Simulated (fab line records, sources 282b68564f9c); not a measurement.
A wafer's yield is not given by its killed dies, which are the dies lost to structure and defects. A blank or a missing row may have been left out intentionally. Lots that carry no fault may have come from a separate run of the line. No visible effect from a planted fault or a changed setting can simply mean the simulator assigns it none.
fab line records | flow ritCmos
[record] lots = 15 | wafers = 45 | lastDay = 7
route steps=202 shown FOX1@22 M1@202
lots untouched by any fault: they come from a run of this same line in which no faults occurred
startH: hours from the record's first day to the start of the lot's first wafer shown | waitH: how many hours have passed since the lot's step before this one | " identical to the entry in the row above | L1.1+2: a single row standing in for several wafers | - no value present, or no start provided | * or withheld: withheld | < > ~ a bound
route shown NAME@n: a module of which the file shows steps, and the number in the route of the first | usual: mean and standard deviation over wafers with no fault | same: alike in all rows | chamber/n: place in a boat | sites: per-site readings | _std_site: standard deviation across them | _edge_site: mean of outer sites minus mean of inner sites | radiusMm: how far each site lies from the wafer's centre | mask NAME#n: copy n | behind: the tool/chamber that last shaped the wafer | hold: why the lot was held/for how many hours/how that ended | device: whichever transistor did not switch (one of n, p or np) | end of line: the tests these same wafers got at the end of their route | a step with no rows: only its recipe | killed: count of dies lost to structure and defects at first sort (not the wafer's yield) | map: a wafer's dies, x killed, . not, _ none there
set.NAME: the run value of the setting; set.NAME@STEP: its run value at that earlier step | model.NAME: the simulator's own value behind a step, which no gauge read
route steps across a sampled set of lots; one table per step, one row per wafer
services: a tool's chamber out of use, with start hour (startH, from the record's first day; less than 0 if before it), hours out, and reason
[[steps]]
[step RIT_FOX1_WET_ETCH_02]
[recipe] chemistry = BOE | targetDepthNm = 350 | timeS = 390 | tempC = 21.5 | dry = n2Spin | dilution = 10:1 | target = SiO2
[usual] bathHeatDutyPct = 1.7/0.41 | runLengthS = 419/3.9 | timeS = 390/0
lot.wafer | tool        | chamber | startH | waitH | bathHeatDutyPct | runLengthS | timeS
L314.1    | wetBench-01 | 2       | 19.58  | 0.1   | 1.3             | 416        | 390
L314.4    | "           | 2       | "      | "     | 1.8             | 416        | 390
L314.6    | "           | 2       | "      | "     | 1.4             | 416        | 390
L318.1    | wetBench-01 | 2       | 39.97  | 0.1   | 1.4             | 416        | 390
L318.4    | "           | 2       | "      | "     | 2.0             | 416        | 390
L318.5    | "           | 2       | "      | "     | 2.0             | 416        | 390
L319.3    | wetBench-01 | 1       | 44.17  | 0.0   | 2.7             | 417        | 390
L319.5    | "           | 1       | "      | "     | 1.7             | 417        | 390
L319.6    | "           | 1       | "      | "     | 1.4             | 417        | 390
L321.1    | wetBench-03 | 0       | 53.62  | 0.1   | 1.5             | 417        | 390
L321.2    | "           | 0       | "      | "     | 2.0             | 417        | 390
L321.3    | "           | 0       | "      | "     | 1.4             | 417        | 390
L323.1    | wetBench-03 | 2       | 63.44  | 0.1   | 1.9             | 425        | 390
L323.4    | "           | 2       | "      | "     | 1.7             | 425        | 390
L323.5    | "           | 2       | "      | "     | 2.0             | 425        | 390
L324.1    | wetBench-03 | 2       | 67.02  | 0.1   | 1.7             | 425        | 390
L324.3    | "           | 2       | "      | "     | 1.0             | 425        | 390
L324.6    | "           | 2       | "      | "     | 1.6             | 425        | 390
L325.1    | wetBench-01 | 3       | 72.02  | 0.1   | 1.9             | 416        | 390
L325.2    | "           | 3       | "      | "     | 2.2             | 416        | 390
L325.5    | "           | 3       | "      | "     | 1.5             | 416        | 390
L326.4    | wetBench-04 | 1       | 81.00  | 0.0   | 1.2             | 416        | 390
L326.5    | "           | 1       | "      | "     | 2.0             | 416        | 390
L326.6    | "           | 1       | "      | "     | 1.4             | 416        | 390
L327.2    | wetBench-04 | 1       | 88.57  | 0.0   | 1.9             | 416        | 390
L327.3    | "           | 1       | "      | "     | 1.9             | 416        | 390
L327.5    | "           | 1       | "      | "     | 1.4             | 416        | 390
L328.1    | wetBench-01 | 3       | 92.38  | 0.1   | -               | -          | -
L328.2    | "           | 3       | "      | "     | -               | -          | -
L328.4    | "           | 3       | "      | "     | -               | -          | -
L329.1    | wetBench-04 | 0       | 96.47  | 0.1   | -               | -          | -
L329.2    | "           | 0       | "      | "     | -               | -          | -
L329.6    | "           | 0       | "      | "     | -               | -          | -
L330.3    | wetBench-03 | 1       | 100.25 | 0.0   | -               | -          | -
L330.4    | "           | 1       | "      | "     | -               | -          | -
L330.6    | "           | 1       | "      | "     | -               | -          | -
L331.1    | wetBench-01 | 2       | 105.29 | 0.1   | 1.3             | 416        | 390
L331.2    | "           | 2       | "      | "     | 1.8             | 416        | 390
L331.4    | "           | 2       | "      | "     | 1.7             | 416        | 390
L336.1    | wetBench-01 | 2       | 128.48 | 0.1   | 1.0             | 424        | 390
L336.2    | "           | 2       | "      | "     | 1.9             | 424        | 390
L336.6    | "           | 2       | "      | "     | 1.9             | 424        | 390
L337.4    | wetBench-01 | 1       | 134.33 | 0.0   | 2.2             | 424        | 390
L337.5    | "           | 1       | "      | "     | 2.1             | 424        | 390
L337.6    | "           | 1       | "      | "     | 2.2             | 424        | 390
[step RIT_M1_PROBE_99]
[usual] killed_at_M0_to_M3 = 0.0/0.25 | killedAtContacts = 0.0/0.18 | killedAtFrontEnd = 7/3.4 | killedDies = 7/3.4 | killedOpen = 3.7/2.2 | killedShort = 3.6/2.2
[same] grossDies = 264 | killed_at_M4_up = 0 | killedAtBackSide = 0 | killedAtOther = 0
lot.wafer | tool      | chamber | startH | waitH | killed_at_M0_to_M3 | killedAtContacts | killedAtFrontEnd | killedDies | killedOpen | killedShort
L329.2    | prober-01 | -       | 144.46 | 0.1   | 0                  | 0                | 9                | 9          | 6          | 3
// killed by level:class
L329.2 GATE:geometricParticle:open=3 FOX2:geometricParticle:open=2 GATE:geometricParticle:short=1 REOX:geometricParticle:open=1 REOX:geometricParticle:short=1 SILICIDE:geometricParticle:short=1
[[services]]
tool        | chamber | startH | hours | kind
wetBench-01 | -       | 14.31  | 1.5   | repair
wetBench-03 | -       | 25.44  | 4.4   | pm
wetBench-01 | -       | 121.96 | 4.6   | repair
[[key]]
[firstSign] step = RIT_FOX1_WET_ETCH_02 | reading = toolRecord | direction = missing
effect none on later readings
metAt RIT_FOX1_WET_ETCH_02
struckLots L328,L329,L330
testerLeftOut L328,L329,L330
onsetBetween 88.57 92.38
[fault] kind = skippedStepWhole | tool = wetBench-01,wetBench-03,wetBench-04 | chamber = - | onsetH = 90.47 | steps = RIT_FOX1_WET_ETCH_02 | scope = struckLotsOnly
// testerLeftOut: of these lots the tester's yield and bins aren't shown, on N5 and GAA mostly nor the transistor test; their killed dies are dies lost to structure and defects alone, not to doping, threshold or leakage, so they don't give the yield
